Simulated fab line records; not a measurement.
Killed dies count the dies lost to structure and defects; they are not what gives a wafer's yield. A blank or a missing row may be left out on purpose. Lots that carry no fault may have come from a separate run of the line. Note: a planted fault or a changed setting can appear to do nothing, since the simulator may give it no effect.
fab line records | flow rit_cmos
record: lots: 14 wafers: 42 last_day: 7
route steps=202 shown CONTACT@168 M1@202
lots untouched by any fault: they come from a run of this same line in which no faults occurred
start_h: start of the lot's first displayed wafer, in hours after the record's first day | wait_h: time in hours since the lot's previous step | " unchanged from the row above | L1.1+2: a single row standing in for several wafers | - value missing, or start not given | * or withheld: withheld | < > ~ a bound
route shown NAME@n: a module of which the file shows steps, and the number in the route of the first | usual: mean and standard deviation over wafers with no fault | same: alike in all rows | chamber/n: place in a boat | sites: readings site by site | _std_site: how widely they spread, as a standard deviation | _edge_site: the outer-site mean with the inner-site mean subtracted | radius_mm: for every site, how far away it sits from the centre of the wafer | mask NAME#n: copy n | behind: the most recent tool/chamber to have shaped the wafer | hold: reason for holding the lot/hours on hold/outcome of the hold | device: the n, p or np transistor that did not switch | end of line: the tests these same wafers got at the end of their route | for a step that has no rows: nothing shown but its recipe | killed: at the first sort, the dies lost to defects and structure; wafer yield is something else | map: shows each die of a wafer: x if killed, . if not, _ if none is there
set.NAME: the setting as run; set.NAME@STEP: as run at that earlier step | model.NAME: the simulator's own value behind a step, which no gauge read
the route's steps for a sample of lots (tables are steps, rows are wafers)
services: a tool's chamber out of use, with start hour (start_h, from the record's first day; less than 0 if before it), hours out, and reason
== steps ==
step: RIT_CONTACT_CVD_00
recipe: material: SiO2 target_thk_nm: 400 precursor: TEOS temp_c: 390 time_s: 61 rf_w: 400
usual: heater_power_w: 313/50
columns lot.wafer tool chamber start_h wait_h heater_power_w
L195.2 pecvd-02 2 65.45 0.0 274
L195.4 " 1 " " 307
L195.6 " 0 " " 313
L196.3 pecvd-01 1 68.17 0.0 263
L196.4 " 1 " " 279
L196.5 " 0 " " 286
L197.3 pecvd-03 2 68.63 0.0 278
L197.4 " 1 " " 357
L197.6 " 2 " " 299
L198.1 pecvd-02 1 73.29 0.1 316
L198.2 " 2 " " 350
L198.3 " 0 " " 276
L199.1 pecvd-01 2 80.86 0.1 415
L199.4 " 0 " " 316
L199.5 " 1 " " 232
L200.1 pecvd-03 0 81.39 0.1 270
L200.3 " 1 " " 291
L200.5 " 1 " " 313
L204.2 pecvd-03 0 98.62 0.0 219
L204.3 " 1 " " 276
L204.4 " 0 " " 243
L209.1 pecvd-03 0 128.55 0.1 270
L209.3 " 2 " " 277
L209.6 " 1 " " 355
L211.1 pecvd-01 2 140.01 0.1 366
L211.4 " 2 " " 374
L211.6 " 2 " " 394
L212.2 pecvd-03 1 142.52 0.0 334
L212.3 " 0 " " 216
L212.5 " 0 " " 235
L213.2 pecvd-02 0 149.85 0.0 334
L213.3 " 1 " " 292
L213.6 " 1 " " 302
L214.4 pecvd-01 0 150.87 0.0 321
L214.5 " 0 " " 250
L214.6 " 2 " " 388
L216.2 pecvd-02 2 161.40 0.0 335
L216.5 " 0 " " 318
L216.6 " 1 " " 278
L217.4 pecvd-01 1 166.04 0.0 291
L217.5 " 0 " " 311
L217.6 " 2 " " 440
step: RIT_M1_PROBE_99
usual: killed_at_contacts: 0.1/0.23 killed_at_front_end: 6.6/2.8 killed_dies: 6.6/2.8 killed_open: 3.3/2 killed_short: 3.2/1.7
same: gross_dies: 264 killed_at_M0_to_M3: 0 killed_at_M4_up: 0 killed_at_back_side: 0 killed_at_other: 0
columns lot.wafer tool chamber start_h wait_h killed_at_contacts killed_at_front_end killed_dies killed_open killed_short
L209.1 prober-02 - 135.30 0.1 43 6 49 2 4
L209.3 prober-02 - 135.40 0.2 1 3 4 3 1
L209.6 prober-02 - 135.55 0.2 0 11 11 7 4
L212.2 prober-01 - 149.22 0.1 0 1 1 0 1
L212.3 prober-01 - 149.27 0.2 32 5 37 3 2
L212.5 prober-01 - 149.37 0.2 38 4 42 3 2
killed by level:class
L209.1 CONTACT:unspecified=43 FOX1:geometric_particle:short=2 GATE:geometric_particle:open=2 REOX:geometric_particle:short=2
L209.3 FOX2:geometric_particle:open=1 GATE:geometric_particle:open=1 REOX:geometric_particle:short=1 CONTACT:geometric_particle:open=1
L209.6 GATE:geometric_particle:short=4 GATE:geometric_particle:open=4 FOX2:geometric_particle:open=2 FOX1:geometric_particle:open=1
L212.2 REOX:geometric_particle:short=1
L212.3 CONTACT:unspecified=32 FOX1:geometric_particle:short=1 REOX:geometric_particle:open=1 REOX:geometric_particle:short=1 SPACER:geometric_particle:open=1 SILICIDE:geometric_particle:open=1
L212.5 CONTACT:unspecified=37 FOX1:geometric_particle:open=1 GATE:geometric_particle:short=1 REOX:geometric_particle:short=1 SPACER:geometric_particle:open=1 CONTACT:geometric_particle:open=1
== services ==
columns tool chamber start_h hours kind
pecvd-03 - 85.27 1.0 repair
pecvd-01 - 89.32 6.0 pm
pecvd-01 0 99.99 13.7 repair
pecvd-01 1 136.30 19.4 repair
== key ==
first_sign: step: RIT_M1_PROBE_99 reading: killed_at_contacts direction: up sigmas: 38 usual: 0.1 struck: 37.7
effect: step: RIT_M1_PROBE_99 reading: killed_dies direction: up sigmas: 13 usual: 6.6 struck: 42.7
met_at RIT_CONTACT_CVD_00
struck_lots L209,L212
struck_wafers L209.1,L212.3,L212.5
tester_left_out L209,L212
onset_between 98.62 128.55
fault: kind: chamber_particle_source tool: pecvd-03 chamber: 0 onset_h: 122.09 steps: RIT_CONTACT_CVD_00 rate_per_visit_cm2: 1.2339 end_h: 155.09
tester_left_out: of these lots the tester's yield and bins aren't shown, on N5 and GAA mostly nor the transistor test; their killed dies are dies lost to structure and defects alone, not to doping, threshold or leakage, so they don't give the yield
